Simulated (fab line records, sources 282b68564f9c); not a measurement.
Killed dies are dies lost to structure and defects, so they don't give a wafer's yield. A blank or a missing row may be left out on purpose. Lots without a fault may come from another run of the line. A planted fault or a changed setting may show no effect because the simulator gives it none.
fab line records | flow rit_cmos
record lots=5 wafers=15 last_day=8
route steps=202 shown ACTIVE@1 FOX1@20 FOX2@23 M1@202
lots that met no fault: from a run of the same line without faults
start_h: hours from the record's first day to the start of the lot's first wafer shown | wait_h: hours since the lot's step before | " the same as in the row above | L1.1+2: a row that stands for several wafers | - no value, or no start given | * or withheld: withheld | < > ~ a bound
route shown NAME@n: a module of which the file shows steps, and the number in the route of the first | usual: mean/standard deviation of fault-free wafers | same: alike in all rows | chamber/n: place in a boat | sites: the reading at each site | _std_site: their standard deviation | _edge_site: outer sites' mean less inner sites' | radius_mm: how far each site lies from the wafer's centre | mask NAME#n: copy n | behind: the tool/chamber that last shaped the wafer | hold: why the lot was held/for how many hours/how that ended | device: the transistor (n, p or np) that didn't switch | end of line: the same wafers' tests at the end of the route | a step without rows: its recipe alone | killed: dies lost to structure and defects at the first sort, not the wafer's yield | map: a wafer's dies, x killed, . not, _ none there
set.NAME: the setting as run; set.NAME@STEP: as run at that earlier step | model.NAME: the simulator's own value behind a step, which no gauge read
lots at some steps of the route; a table a step, a row a wafer
services: from which hour (start_h, from the record's first day; less than 0 if before it) a tool's chamber was out of use, for how many hours, and why
## steps
# step RIT_ACTIVE_BOW_MEAS_00
# recipe mode=bow
# usual INCOMING_BOW=0/6.9
# columns lot.wafer tool chamber start_h wait_h INCOMING_BOW[um]
L272.2 film_metro-04 - 35.02 - 3
L272.4 " - " " 3
L272.5 " - " " 2
L274.2 film_metro-02 - 45.02 - 1
L274.3 " - " " 2
L274.5 " - " " 4
L285.2 film_metro-02 - 100.02 - 12
L285.4 " - " " -3
L285.6 " - " " -4
L286.3 film_metro-04 - 105.04 - 4
L286.5 " - " " 3
L286.6 " - " " 5
L290.3 film_metro-01 - 125.04 - 3
L290.4 " - " " -2
L290.5 " - " " 0
# step RIT_ACTIVE_OXIDATION_01
# recipe temp_c=1000 ambient=O2 target_thk_a=468 ox_time_s=3360
# step RIT_ACTIVE_THK_MEAS_02
# recipe reads=SiO2_of_ACTIVE_OXIDATION_01
# usual ACTIVE_OXIDE_THK=46.8/0.78
# columns lot.wafer tool chamber start_h wait_h ACTIVE_OXIDE_THK[nm]
L272.2 film_metro-04 - 37.06 0.0 46.5
L272.4 " - " " 46.5
L272.5 " - " " 46.6
L274.2 film_metro-01 - 47.06 0.0 47.3
L274.3 " - " " 46.9
L274.5 " - " " 46.4
L285.2 film_metro-01 - 104.26 0.0 47.1
L285.4 " - " " 46.5
L285.6 " - " " 46.1
L286.3 film_metro-02 - 108.16 0.0 47.9
L286.5 " - " " 47.5
L286.6 " - " " 47.2
L290.3 film_metro-02 - 132.36 0.0 46.7
L290.4 " - " " 47.4
L290.5 " - " " 47.9
# step RIT_ACTIVE_CVD_03
# recipe material=Si3N4 target_thk_nm=150 temp_c=810 precursor=SiH2Cl2/NH3 time_s=1500 pressure_mtorr=300 sih2cl2_flow_sccm=60 nh3_flow_sccm=150
# usual spike_tc_centre_C=812.5/1 spike_tc_load_C=837.6/2.4 spike_tc_source_C=830.7/2.3 susceptor_temp_C=809.9/0.34
# columns lot.wafer tool chamber start_h wait_h spike_tc_centre_C spike_tc_load_C spike_tc_source_C susceptor_temp_C model.Si3N4_of_ACTIVE_CVD_03.thk_nm
L272.2 lpcvd-01 1 37.11 0.0 812.8 836.6 828.7 809.9 151.8
L272.4 " 1 " " 813.0 840.4 828.9 810.7 151.3
L272.5 " 1 " " 812.9 838.5 830.1 810.2 151.1
L274.2 lpcvd-01 0 47.11 0.0 827.9 850.3 845.9 825.1 195.7
L274.3 " 0 " " 826.6 849.7 843.9 824.7 196.3
L274.5 " 0 " " 828.3 850.8 844.9 824.5 195
L285.2 lpcvd-02 1 104.31 0.0 813.4 838.1 832.6 810.1 149.7
L285.4 " 1 " " 812.8 837.1 833.6 810.1 150.8
L285.6 " 1 " " 812.9 837.9 832.7 810.4 149.7
L286.3 lpcvd-02 1 108.20 0.0 812.7 838.9 833.0 810.1 150.1
L286.5 " 1 " " 811.9 839.4 832.3 809.9 150.1
L286.6 " 1 " " 812.7 837.9 832.5 809.8 150.4
L290.3 lpcvd-01 1 132.40 0.0 810.6 841.2 830.6 810.2 149.8
L290.4 " 1 " " 811.1 839.7 828.5 809.9 150.5
L290.5 " 1 " " 812.6 838.9 828.9 810.1 149.9
# step RIT_ACTIVE_THK_MEAS_04
# recipe reads=Si3N4_of_ACTIVE_CVD_03
# usual ACTIVE_NITRIDE_THK=149.8/1.7
# columns lot.wafer tool chamber start_h wait_h ACTIVE_NITRIDE_THK[nm]
L272.2 film_metro-01 - 38.54 0.0 151.7
L272.4 " - " " 151.3
L272.5 " - " " 151.3
L274.2 film_metro-02 - 48.54 0.0 195.8
L274.3 " - " " 196.2
L274.5 " - " " 194.9
L285.2 film_metro-04 - 105.73 0.0 149.9
L285.4 " - " " 150.8
L285.6 " - " " 149.7
L286.3 film_metro-04 - 109.64 0.0 149.9
L286.5 " - " " 150.1
L286.6 " - " " 150.4
L290.3 film_metro-02 - 133.84 0.0 149.9
L290.4 " - " " 150.6
L290.5 " - " " 149.8
# step RIT_ACTIVE_HMDS_05
# recipe prime_time_s=60 prime_temp_c=140
# step RIT_ACTIVE_COAT_06
# recipe resist=NOVOLAK spin_rpm=3250 resist_thk_nm=1000
# step RIT_ACTIVE_SOFTBAKE_07
# recipe resist=NOVOLAK temp_c=90 time_s=60
# step RIT_ACTIVE_EXPOSE_08
# recipe mask_id=M1 na=0.6 source_shape=conventional sigma_outer=0.6 target_cd_nm=1400 dose_mj=225
# step RIT_ACTIVE_PEB_09
# recipe resist=NOVOLAK temp_c=withheld time_s=withheld
# step RIT_ACTIVE_DEVELOP_10
# recipe resist=NOVOLAK develop_time_s=50 dev_temp_c=23
# step RIT_ACTIVE_CD_MEAS_11
# recipe target_cd_nm=1400
# usual cd_nm=1400.4/2.4
# columns lot.wafer tool chamber start_h wait_h cd_nm
L272.2 cd_sem-02 - 39.46 - 1400.7
L272.4 " - " " 1400.2
L272.5 " - " " 1403.1
L274.2 cd_sem-01 - 49.58 - 1396.6
L274.3 " - " " 1400.1
L274.5 " - " " 1399.0
L285.2 cd_sem-02 - 106.89 - 1400.9
L285.4 " - " " 1403.5
L285.6 " - " " 1403.8
L286.3 cd_sem-01 - 110.57 - 1397.8
L286.5 " - " " 1395.9
L286.6 " - " " 1397.5
L290.3 cd_sem-01 - 134.77 - 1398.2
L290.4 " - " " 1400.9
L290.5 " - " " 1401.9
# step RIT_ACTIVE_HARDBAKE_12
# recipe resist=NOVOLAK temp_c=140 time_s=60
# step RIT_ACTIVE_ETCH_13
# recipe stop_on=SiO2 chemistry=SF6 target=Si3N4 time_s=210 over_etch_frac=0.4 SF6_flow_sccm=200 pressure_mtorr=260 rf_w=125 target_depth_a=2100
# usual drypump_motor_current_A=5.6/0.37 oes_product_au=0.818/0.0099 throttle_valve_pct=7.49/0.1
# columns lot.wafer tool chamber start_h wait_h drypump_motor_current_A oes_product_au rf_hours_counter_h throttle_valve_pct model.etch.depth_nm model.ACTIVE.feature_depth_nm
L272.2 rie_diel-03 1 39.71 0.1 5.7 0.824 164 7.49 151.8 152
L272.4 " 0 " " 4.8 0.801 - 7.44 151.3 151.8
L272.5 " 2 " " 6.0 0.829 - 7.34 151.1 151.1
L274.2 rie_diel-02 3 49.83 0.1 5.5 0.957 162 7.54 195.7 195.7
L274.3 " 1 " " 5.6 0.952 150 7.71 196.3 196.3
L274.5 " 3 " " 5.5 0.938 - 7.53 195 195
L285.2 rie_diel-03 1 107.14 0.1 5.7 0.820 0 7.51 149.7 150
L285.4 " 2 " " 6.0 0.828 110 7.34 150.8 150.8
L285.6 " 0 " " 4.8 0.804 - 7.42 149.7 150.3
L286.3 rie_diel-04 0 110.80 0.1 5.5 0.826 113 7.54 150.1 150.1
L286.5 " 0 " " 5.5 0.827 - 7.53 150.1 150.1
L286.6 " 3 " " 5.9 0.818 - 7.56 150.4 150.7
L290.3 rie_diel-03 3 135.00 0.1 5.5 0.821 0 7.58 149.8 149.8
L290.4 " 1 " " 5.7 0.813 1 7.49 150.5 150.7
L290.5 " 0 " " 4.8 0.798 - 7.41 149.9 150.5
# step RIT_ACTIVE_STRIP_14
# recipe chemistry=O2 time_s=180 resist=NOVOLAK platen_temp_c=withheld power_w=500 pressure_mtorr=4000 o2_flow_sccm=4000
# usual drypump_motor_current_A=6.0/0.42
# columns lot.wafer tool chamber start_h wait_h drypump_motor_current_A rf_hours_counter_h
L272.2 plasma_asher-02 1 39.84 0.1 5.5 39
L272.4 " 0 " " 6.2 -
L272.5 " 0 " " 6.2 -
L274.2 plasma_asher-03 0 49.97 0.1 5.4 40
L274.3 " 0 " " 5.4 -
L274.5 " 1 " " 6.4 -
L285.2 plasma_asher-03 0 107.28 0.1 5.4 45
L285.4 " 1 " " 6.4 -
L285.6 " 1 " " 6.4 -
L286.3 plasma_asher-01 1 110.99 0.1 6.0 -
L286.5 " 0 " " 6.5 -
L286.6 " 1 " " 6.0 -
L290.3 plasma_asher-03 1 135.19 0.1 6.4 -
L290.4 " 0 " " 5.4 -
L290.5 " 1 " " 6.4 -
# step RIT_ACTIVE_CD_MEAS_90
# recipe target_cd_nm=1400
# usual cd_nm=1400.5/2.4
# columns lot.wafer tool chamber start_h wait_h cd_nm
L272.2 cd_sem-01 - 40.04 0.1 1401.1
L272.4 " - " " 1400.5
L272.5 " - " " 1402.9
L274.2 cd_sem-02 - 50.16 0.1 1396.5
L274.3 " - " " 1400.1
L274.5 " - " " 1399.2
L285.2 cd_sem-01 - 107.47 0.1 1400.6
L285.4 " - " " 1403.1
L285.6 " - " " 1403.3
L286.3 cd_sem-02 - 111.15 0.1 1398.0
L286.5 " - " " 1395.8
L286.6 " - " " 1397.2
L290.3 cd_sem-01 - 135.34 0.1 1398.3
L290.4 " - " " 1401.3
L290.5 " - " " 1401.7
# step RIT_ACTIVE_CLEAN_15
# recipe chemistry=SC1 mix=3:3:50 time_s=600 temp_c=75
# step RIT_ACTIVE_CLEAN_16
# recipe chemistry=dHF dilution=50:1 time_s=30
# step RIT_ACTIVE_CLEAN_17
# recipe chemistry=SC2 mix=3:3:50 time_s=600 temp_c=75 dry=n2_spin
# step RIT_FOX1_OXIDATION_00
# recipe temp_c=1100 ambient=H2O target_thk_a=3507 p_h2o_torr=720 ox_time_s=1130
# step RIT_FOX1_THK_MEAS_01
# recipe reads=SiO2_of_FOX1_OXIDATION_00
# usual FOX1_OXIDE_THK=349/6.1
# columns lot.wafer tool chamber start_h wait_h FOX1_OXIDE_THK[nm]
L272.2 film_metro-02 - 41.83 0.0 343
L272.4 " - " " 347
L272.5 " - " " 354
L274.2 film_metro-02 - 51.96 0.0 352
L274.3 " - " " 342
L274.5 " - " " 347
L285.2 film_metro-02 - 110.94 0.0 340
L285.4 " - " " 344
L285.6 " - " " 342
L286.3 film_metro-04 - 115.55 0.0 356
L286.5 " - " " 357
L286.6 " - " " 355
L290.3 film_metro-02 - 138.64 0.0 347
L290.4 " - " " 347
L290.5 " - " " 345
# step RIT_FOX1_WET_ETCH_02
# recipe chemistry=BOE target_depth_nm=350 time_s=390 temp_c=21.5 dry=n2_spin dilution=10:1 target=SiO2
# step RIT_FOX2_OXIDATION_00
# recipe temp_c=1100 ambient=H2O target_thk_a=3507 p_h2o_torr=720 ox_time_s=1130
# step RIT_FOX2_THK_MEAS_01
# recipe reads=SiO2_of_FOX2_OXIDATION_00
# usual FOX2_OXIDE_THK=349/5.9
# columns lot.wafer tool chamber start_h wait_h FOX2_OXIDE_THK[nm]
L272.2 film_metro-03 - 43.32 0.0 352
L272.4 " - " " 348
L272.5 " - " " 348
L274.2 film_metro-01 - 53.46 0.0 336
L274.3 " - " " 336
L274.5 " - " " 343
L285.2 film_metro-03 - 114.23 0.0 344
L285.4 " - " " 342
L285.6 " - " " 344
L286.3 film_metro-01 - 117.35 0.0 348
L286.5 " - " " 345
L286.6 " - " " 344
L290.3 film_metro-03 - 142.50 0.0 337
L290.4 " - " " 340
L290.5 " - " " 344
# step RIT_FOX2_CLEAN_02
# recipe chemistry=dHF dilution=50:1 time_s=180
# columns lot.wafer tool chamber start_h wait_h model.Si3N4_of_ACTIVE_CVD_03.thk_nm
L272.2 wet_bench-03 1 43.37 0.0 132.5
L272.4 " 1 " " 132
L272.5 " 1 " " 131.8
L274.2 wet_bench-03 3 53.51 0.0 176.5
L274.3 " 3 " " 177.1
L274.5 " 3 " " 175.8
L285.2+6 wet_bench-02 2 114.28 0.0 130.5
L285.4 " 2 " " 131.6
L286.3 wet_bench-03 3 117.39 0.0 130.7
L286.5 " 3 " " 130.8
L286.6 " 3 " " 131.1
L290.3 wet_bench-03 1 142.54 0.0 130.6
L290.4 " 1 " " 131.2
L290.5 " 1 " " 130.7
# step RIT_FOX2_WET_ETCH_03
# recipe chemistry=H3PO4 target=Si3N4 target_depth_nm=195 temp_c=165 time_s=2700
# step RIT_M1_PROBE_99
# usual killed_at_front_end=6.6/2.7 killed_dies=6.7/2.7 killed_open=3.3/1.9 killed_short=3.4/1.9
# same gross_dies=264 killed_at_M0_to_M3=0 killed_at_M4_up=0 killed_at_back_side=0 killed_at_contacts=0 killed_at_other=0
# columns lot.wafer tool chamber start_h wait_h killed_at_front_end killed_dies killed_open killed_short model.etest.nldd.width_nm model.etest.pldd.width_nm model.etest.nplus_sal.width_nm model.etest.pplus_sal.width_nm
L272.2 prober-02 - 83.27 0.1 8 8 4 4 3187 3196 3452 3450
L272.4 prober-02 - 83.37 0.2 8 8 6 2 3209 3190 3459 3466
L272.5 prober-02 - 83.42 0.2 9 9 5 4 3181 3181 3464 3446
L274.2 prober-02 - 92.57 0.1 6 6 4 2 3210 3209 3476 3470
L274.3 prober-02 - 92.62 0.2 6 6 2 3 3224 3232 3501 3493
L274.5 prober-02 - 92.72 0.2 12 12 9 3 3222 3224 3486 3481
L286.3 prober-02 - 159.15 0.2 3 3 0 3 3156 3162 3437 3414
L286.5 prober-02 - 159.25 0.2 4 4 3 1 3168 3180 3437 3419
L286.6 prober-02 - 159.30 0.2 3 3 3 0 3193 3176 3424 3414
L285.2 prober-01 - 161.67 0.1 8 8 3 5 3207 3196 3482 3472
L285.4 prober-01 - 161.77 0.2 7 7 1 6 3231 3193 3446 3469
L285.6 prober-01 - 161.87 0.2 8 8 5 3 3211 3203 3447 3456
L290.3 prober-02 - 187.69 0.2 6 6 3 3 3190 3209 3464 3441
L290.4 prober-02 - 187.74 0.2 5 5 2 3 3185 3191 3445 3467
L290.5 prober-02 - 187.79 0.2 6 6 1 5 3180 3188 3451 3457
# killed by level:class
L272.2 GATE:geometric_particle:open=3 FOX1:geometric_particle:short=2 REOX:geometric_particle:short=2 FOX1:geometric_particle:open=1
L272.4 GATE:geometric_particle:short=2 SPACER:geometric_particle:open=2 FOX1:geometric_particle:open=1 GATE:geometric_particle:open=1 REOX:geometric_particle:open=1 SILICIDE:geometric_particle:open=1
L272.5 FOX1:geometric_particle:short=2 FOX1:geometric_particle:open=2 GATE:geometric_particle:short=2 REOX:geometric_particle:open=2 SPACER:geometric_particle:open=1
L274.2 SILICIDE:geometric_particle:open=2 FOX1:geometric_particle:short=1 GATE:geometric_particle:open=1 GATE:geometric_particle:short=1 REOX:geometric_particle:open=1
L274.3 SPACER:geometric_particle:short=2 FOX1:geometric_particle:short=1 FOX2:geometric_particle:open=1 SPACER:geometric_particle:open=1 ACTIVE:area_etch=1
L274.5 GATE:geometric_particle:open=4 REOX:geometric_particle:open=2 SPACER:geometric_particle:open=2 FOX1:geometric_particle:open=1 FOX1:geometric_particle:short=1 SILICIDE:geometric_particle:short=1 GATE:geometric_particle:short=1
L286.3 ACTIVE:geometric_particle:short=1 FOX1:geometric_particle:short=1 GATE:geometric_particle:short=1
L286.5 REOX:geometric_particle:open=2 FOX1:geometric_particle:open=1 SILICIDE:geometric_particle:short=1
L286.6 FOX1:geometric_particle:open=1 GATE:geometric_particle:open=1 REOX:geometric_particle:open=1
L285.2 GATE:geometric_particle:open=2 SILICIDE:geometric_particle:short=2 FOX1:geometric_particle:short=1 GATE:geometric_particle:short=1 SPACER:geometric_particle:short=1 SILICIDE:geometric_particle:open=1
L285.4 SILICIDE:geometric_particle:short=3 FOX1:geometric_particle:short=1 GATE:geometric_particle:short=1 REOX:geometric_particle:open=1 SPACER:geometric_particle:short=1
L285.6 FOX1:geometric_particle:open=2 REOX:geometric_particle:open=2 GATE:geometric_particle:open=1 GATE:geometric_particle:short=1 SPACER:geometric_particle:short=1 SILICIDE:geometric_particle:short=1
L290.3 GATE:geometric_particle:open=2 FOX1:geometric_particle:short=1 FOX2:geometric_particle:short=1 GATE:geometric_particle:short=1 SPACER:geometric_particle:open=1
L290.4 FOX2:geometric_particle:open=2 GATE:geometric_particle:short=2 FOX2:geometric_particle:short=1
L290.5 SPACER:geometric_particle:short=3 GATE:geometric_particle:short=2 SPACER:geometric_particle:open=1
## services
# columns tool chamber start_h hours kind
rie_diel-03 3 17.40 10.8 repair
plasma_asher-01 - 18.18 1.8 repair
plasma_asher-01 - 19.20 6.0 repair
rie_diel-03 3 35.25 9.1 repair
plasma_asher-02 - 43.78 0.9 repair
lpcvd-02 - 47.24 0.4 repair
rie_diel-02 2 47.65 11.6 repair
rie_diel-03 - 48.09 2.5 repair
plasma_asher-03 - 56.69 2.8 pm
rie_diel-04 0 58.18 22.7 repair
lpcvd-01 - 61.69 1.1 repair
rie_diel-03 1 75.40 - clean
rie_diel-03 1 75.40 16.6 scheduled_down
rie_diel-03 1 75.40 16.6 vent_cycle
plasma_asher-03 - 108.75 9.0 pm
plasma_asher-03 0 108.75 9.0 vent_cycle
plasma_asher-03 1 108.75 9.0 vent_cycle
rie_diel-02 1 109.40 4.0 repair
rie_diel-03 3 109.55 - clean
rie_diel-03 3 109.55 20.2 scheduled_down
rie_diel-03 - 111.51 1.0 repair
rie_diel-04 3 127.92 6.3 repair
rie_diel-04 0 133.90 50.4 repair
plasma_asher-03 - 142.18 0.6 repair
## key
first_sign step=RIT_ACTIVE_CVD_03 reading=susceptor_temp_C direction=up sigmas=43 usual=* struck=*
effect step=RIT_ACTIVE_CVD_03 reading=spike_tc_centre_C direction=up sigmas=14 usual=812.5 struck=827.6
effect step=RIT_ACTIVE_THK_MEAS_04 reading=ACTIVE_NITRIDE_THK direction=up sigmas=26 usual=149.8 struck=195.6
effect step=RIT_ACTIVE_ETCH_13 reading=oes_product_au direction=up sigmas=13 usual=0.818 struck=0.949
model_effect step=RIT_ACTIVE_CVD_03 value=Si3N4_of_ACTIVE_CVD_03.thk_nm without=150.5 struck=195.7
model_effect step=RIT_ACTIVE_ETCH_13 value=etch.depth_nm without=150.5 struck=195.7
model_effect step=RIT_FOX2_CLEAN_02 value=Si3N4_of_ACTIVE_CVD_03.thk_nm without=131.3 struck=176.5
model_effect step=RIT_M1_PROBE_99 value=etest.nldd.width_nm without=3177 struck=3219
met_at RIT_ACTIVE_CVD_03
struck_wafers L274.2,L274.3,L274.5
tester_left_out L274
fault kind=process_parameter_drift tool=lpcvd-01 chamber=0 onset_h=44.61 steps=RIT_ACTIVE_CVD_03 channel=temp_c offset=* shape=step end_h=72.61 acts_in=* stated=*
# tester_left_out: of these lots the tester's yield and bins aren't shown, on N5 and GAA mostly nor the transistor test; their killed dies are dies lost to structure and defects alone, not to doping, threshold or leakage, so they don't give the yield
